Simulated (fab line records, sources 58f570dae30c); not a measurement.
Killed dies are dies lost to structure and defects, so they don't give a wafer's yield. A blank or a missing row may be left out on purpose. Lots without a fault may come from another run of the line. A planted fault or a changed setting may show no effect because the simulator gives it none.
Which tool did it? | flow berkeley_cmos170 | 14 lots, 42 wafers sampled, at 5 steps of a route of 331

WHAT THE GAUGES READ, wafer by wafer
UCB170_GATE_THK_MEAS_05.
lot  | measured     | on            | GATE_POLY_THK (nm)
L284 | day 6 00:24  | film_metro-03 | 216.0 216.8 215.6
L285 | day 6 16:29  | film_metro-03 | 214.2 213.1 213.2
L287 | day 6 19:34  | film_metro-03 | 213.0 211.1 211.4
L288 | day 6 19:34  | film_metro-02 | 212.8 213.3 213.4
L291 | day 7 21:11  | film_metro-03 | 212.9 213.2 212.0
L289 | day 7 21:13  | film_metro-04 | 214.6 213.7 214.3
L290 | day 7 21:14  | film_metro-02 | 217.2 216.7 214.0
L293 | day 8 05:47  | film_metro-02 | 216.0 214.6 215.5
L296 | day 9 07:28  | film_metro-04 | 215.0 214.7 215.0
L299 | day 9 07:28  | film_metro-03 | 209.6 209.6 210.4
L301 | day 10 12:31 | film_metro-03 | 215.0 215.6 214.4
L303 | day 10 12:34 | film_metro-03 | 214.0 214.4 214.1
L304 | day 10 23:04 | film_metro-03 | 215.1 215.6 215.9
L306 | day 11 10:52 | film_metro-03 | 212.1 211.5 211.0

UCB170_NLDD_CD_MEAS_06: target cd 1200 nm.
lot  | measured     | on        | cd_nm (nm)
L284 | day 6 06:29  | cd_sem-01 | 1200.1 1198.1 1199.9
L285 | day 6 21:20  | cd_sem-02 | 1198.7 1198.8 1198.0
L287 | day 7 02:00  | cd_sem-01 | 1200.3 1199.6 1200.2
L288 | day 7 01:23  | cd_sem-02 | 1199.3 1199.6 1200.3
L291 | day 8 04:57  | cd_sem-02 | 1200.6 1200.9 1198.6
L289 | day 8 04:35  | cd_sem-02 | 1199.9 1200.0 1198.2
L290 | day 8 05:15  | cd_sem-01 | 1199.7 1202.2 1201.3
L293 | day 8 17:20  | cd_sem-01 | 1200.0 1199.9 1201.0
L296 | day 9 18:36  | cd_sem-01 | 1200.2 1199.2 1200.1
L299 | day 9 17:16  | cd_sem-02 | 1202.1 1201.7 1202.2
L301 | day 10 17:18 | cd_sem-01 | 1197.9 1199.5 1199.7
L303 | day 10 17:54 | cd_sem-02 | 1200.4 1200.7 1198.9
L304 | day 11 05:52 | cd_sem-02 | 1201.2 1200.8 1199.5
L306 | day 11 16:48 | cd_sem-02 | 1200.9 1202.1 1200.5

UCB170_SDANNEAL_RS_MEAS_04: measures by four-point-probe.
lot  | measured     | on            | PLDD_RS (ohm/sq)
L284 | day 6 19:00  | film_metro-04 | 1031.9 1030.9 1033.1
L285 | day 7 06:53  | film_metro-01 | 1027.9 1024.5 1023.4
L287 | day 7 11:46  | film_metro-04 | 1033.1 1029.4 1028.8
L288 | day 7 10:51  | film_metro-01 | 1029.4 1025.5 1029.5
L291 | day 8 22:28  | film_metro-04 | 1037.3 1035.1 1032.1
L289 | day 8 22:08  | film_metro-03 | 1028.9 1029.8 1028.2
L290 | day 8 21:58  | film_metro-01 | 1031.9 1027.6 1028.5
L293 | day 9 05:13  | film_metro-03 | 1025.2 1022.6 1021.9
L296 | day 10 05:36 | film_metro-01 | 1020.7 1021.9 1020.3
L299 | day 10 05:02 | film_metro-03 | 1031.3 1030.4 1031.2
L301 | day 11 06:33 | film_metro-01 | 1029.8 1030.4 1033.6
L303 | day 11 06:35 | film_metro-04 | 1032.0 1034.9 1031.7
L304 | day 11 17:19 | film_metro-04 | 1030.8 1027.5 1030.1
L306 | day 12 04:37 | film_metro-03 | 1028.0 1027.7 1027.0

WHICH TOOL RAN EACH LOT (tool, then ch and the chambers of the sampled wafers, then the start)
lot  | UCB170_GATE_ETCH_15              | UCB170_PLDD_IMPLANT_08
L284 | rie_si-01 ch 0,2,3, day 6 02:06  | implanter-01 ch 0, day 6 04:32
L285 | rie_si-01 ch 1,2,3, day 6 17:43  | implanter-03 ch 0, day 6 19:27
L287 | rie_si-02 ch 0,2,3, day 6 21:31  | implanter-03 ch 0, day 6 23:38
L288 | rie_si-01 ch 0,1,2, day 6 21:15  | implanter-01 ch 0, day 6 23:28
L291 | rie_si-01 ch 0,1,2, day 7 22:55  | implanter-01 ch 0, day 8 00:44
L289 | rie_si-02 ch 0,1,2, day 7 22:46  | implanter-03 ch 0, day 8 00:38
L290 | rie_si-02 ch 0,1,2, day 7 23:08  | implanter-02 ch 0, day 8 00:58
L293 | rie_si-01 ch 0,1,3, day 8 07:19  | implanter-03 ch 0, day 8 11:04
L296 | rie_si-01 ch 2,3, day 9 09:17    | implanter-03 ch 0, day 9 12:11
L299 | rie_si-02 ch 0,2,3, day 9 09:05  | implanter-01 ch 0, day 9 12:05
L301 | rie_si-02 ch 0,1,2, day 10 13:36 | implanter-01 ch 0, day 10 15:26
L303 | rie_si-01 ch 0,1,2, day 10 14:24 | implanter-01 ch 0, day 10 16:08
L304 | rie_si-02 ch 1,2, day 11 00:56   | implanter-02 ch 0, day 11 02:58
L306 | rie_si-02 ch 0,1,3, day 11 12:05 | implanter-02 ch 0, day 11 14:29
- UCB170_GATE_ETCH_15: etches poly-Si in HBr/Cl2, stops on SiO2, time 56.3 s, target depth 278.2 nm.
- UCB170_PLDD_IMPLANT_08

WHAT THE TOOLS THEMSELVES READ (means of the sampled wafers that have a number; where no wafer has one, the mark that the record gives instead)
UCB170_GATE_ETCH_15.
lot  | tool      | drypump_motor_current_A (A) | oes_product_au (a.u.) | throttle_valve_pct (%)
L284 | rie_si-01 | 5.8                         | 0.840                 | 26.45
L285 | rie_si-01 | 6.2                         | 0.835                 | 26.50
L287 | rie_si-02 | 5.8                         | 0.819                 | 26.36
L288 | rie_si-01 | 6.1                         | 0.825                 | 26.56
L291 | rie_si-01 | 6.1                         | 0.827                 | 26.56
L289 | rie_si-02 | 5.9                         | 0.826                 | 26.39
L290 | rie_si-02 | 5.9                         | 0.829                 | 26.41
L293 | rie_si-01 | 5.8                         | 0.834                 | 26.54
L296 | rie_si-01 | 6.0                         | 0.848                 | 26.39
L299 | rie_si-02 | 5.8                         | 0.814                 | 26.36
L301 | rie_si-02 | 5.9                         | 0.840                 | 26.37
L303 | rie_si-01 | 6.1                         | 0.823                 | 26.56
L304 | rie_si-02 | 5.9                         | 0.837                 | 26.22
L306 | rie_si-02 | 5.5                         | 0.838                 | 26.41

UCB170_PLDD_IMPLANT_08.
lot  | tool         | dose_ions_cm2
L284 | implanter-01 | 4.995e+13
L285 | implanter-03 | 4.996e+13
L287 | implanter-03 | 5.007e+13
L288 | implanter-01 | 5.000e+13
L291 | implanter-01 | 4.995e+13
L289 | implanter-03 | 5.006e+13
L290 | implanter-02 | 5.001e+13
L293 | implanter-03 | 5.123e+13
L296 | implanter-03 | 5.121e+13
L299 | implanter-01 | 5.005e+13
L301 | implanter-01 | 4.994e+13
L303 | implanter-01 | 5.002e+13
L304 | implanter-02 | 5.001e+13
L306 | implanter-02 | 4.995e+13

THE ANSWER, worked out from the rows above alone
Rule: what is usual is taken from the lots themselves. Put in order of their means at a reading, lots are off if they are a third of the lots or fewer, leave a main group of 4 or more, and stand apart from it by a gap of 3 or more times the standard deviation of the main group's means; of several such gaps the widest counts. A main group whose means are all the same, to the digits that the tables above print for the reading, isn't used. A lot without any number at a reading at which 4 lots or more have one is off too. The other lots that the step has rows for count as sound. The gauges are gone through in route order, then the tools' own readings, and for those a lot's mean is taken as printed above. The first step at which some lot is off is used, and at that step the reading that is off furthest; a lot without a number counts as furthest.
Off: L293, L296, at UCB170_PLDD_IMPLANT_08 (dose_ions_cm2). The main group: mean 5.000e+13, standard deviation 4.5e+10.
A tool fits if, at that step or a process step before it, it ran every lot that is off, and no sound lot after the first of them. One fits: implanter-03 at UCB170_PLDD_IMPLANT_08. Its last sound lot is L289 (day 8 00:38), its first lot that is off L293 (day 8 11:04): a fault that began between those two fits.
The tool's own readings at UCB170_PLDD_IMPLANT_08 bear it out: on the lots that are off they differ by more than 5 times the standard deviation of the sound lots' means. dose_ions_cm2 reads 5.122e+13 there against 5.000e+13 on the sound lots.

WHAT THE SIMULATOR HAD PUT IN
Process parameter drift: implanter-03, from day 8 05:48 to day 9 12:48, at UCB170_PLDD_IMPLANT_08. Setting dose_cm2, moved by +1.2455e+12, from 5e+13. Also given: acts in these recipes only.
Lots struck among those shown: L293, L296. The rule above found the same.
